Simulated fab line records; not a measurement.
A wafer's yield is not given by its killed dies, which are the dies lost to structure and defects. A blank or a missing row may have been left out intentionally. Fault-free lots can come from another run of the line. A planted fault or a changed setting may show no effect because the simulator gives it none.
Chamber matching :: flow berkeley_cmos170 :: UCB170_V1_CMP_02 on cmp-02 has 4 sister chambers
The step polishes SiO2. 4 wafers are shown with their chamber, then 9 later ones without.

== WAFERS WITH THEIR CHAMBER ==
wafer: L783.1
chamber: 0
motor_current_A (A): 12.9

wafer: L783.4
chamber: 3
motor_current_A (A): 15.8

wafer: L785.5
chamber: 2
motor_current_A (A): 15.8

wafer: L785.6
chamber: 1
motor_current_A (A): 14.2

== WAFERS WHOSE CHAMBER IS MISSING ==
wafer: L787.2
motor_current_A (A): 15.0

wafer: L787.3
motor_current_A (A): 14.5

wafer: L787.6
motor_current_A (A): 13.6

wafer: L792.2
motor_current_A (A): 13.6

wafer: L792.4
motor_current_A (A): 15.1

wafer: L792.6
motor_current_A (A): 15.0

wafer: L793.1
motor_current_A (A): 15.3

wafer: L793.3
motor_current_A (A): 14.3

wafer: L793.4
motor_current_A (A): 12.8

== WHICH CHAMBER EACH ONE RAN IN ==
wafer: L787.2
from the rows above: can't be placed: 1 or 2 or 3
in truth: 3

wafer: L787.3
from the rows above: can't be placed: 1 or 2 or 3
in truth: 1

wafer: L787.6
from the rows above: can't be placed: 1 or 0
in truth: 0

wafer: L792.2
from the rows above: can't be placed: 1 or 0
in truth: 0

wafer: L792.4
from the rows above: can't be placed: 2 or 3 or 1
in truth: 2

wafer: L792.6
from the rows above: can't be placed: 1 or 2 or 3
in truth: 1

wafer: L793.1
from the rows above: can't be placed: 2 or 3 or 1
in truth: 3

wafer: L793.3
from the rows above: 1
in truth: 1

wafer: L793.4
from the rows above: 0
in truth: 0
2 of 9 placed correctly. From these rows, 7 cannot be placed; in 7 the true chamber is one of the candidates. 0 placed wrongly.
How it was worked out, from the rows above alone: a wafer's distance from a chamber is the root of the sum, over the readings, of the square of ((its reading less the chamber's mean) divided by the reading's scatter). If the next closest chamber is less than 2 further off than the closest, the wafer can't be placed; otherwise it belongs to the closest. A chamber's mean is the mean of its shown wafers. The scatter: root of mean squared gap, hidden wafer to nearest shown wafer, with one shown wafer a chamber.
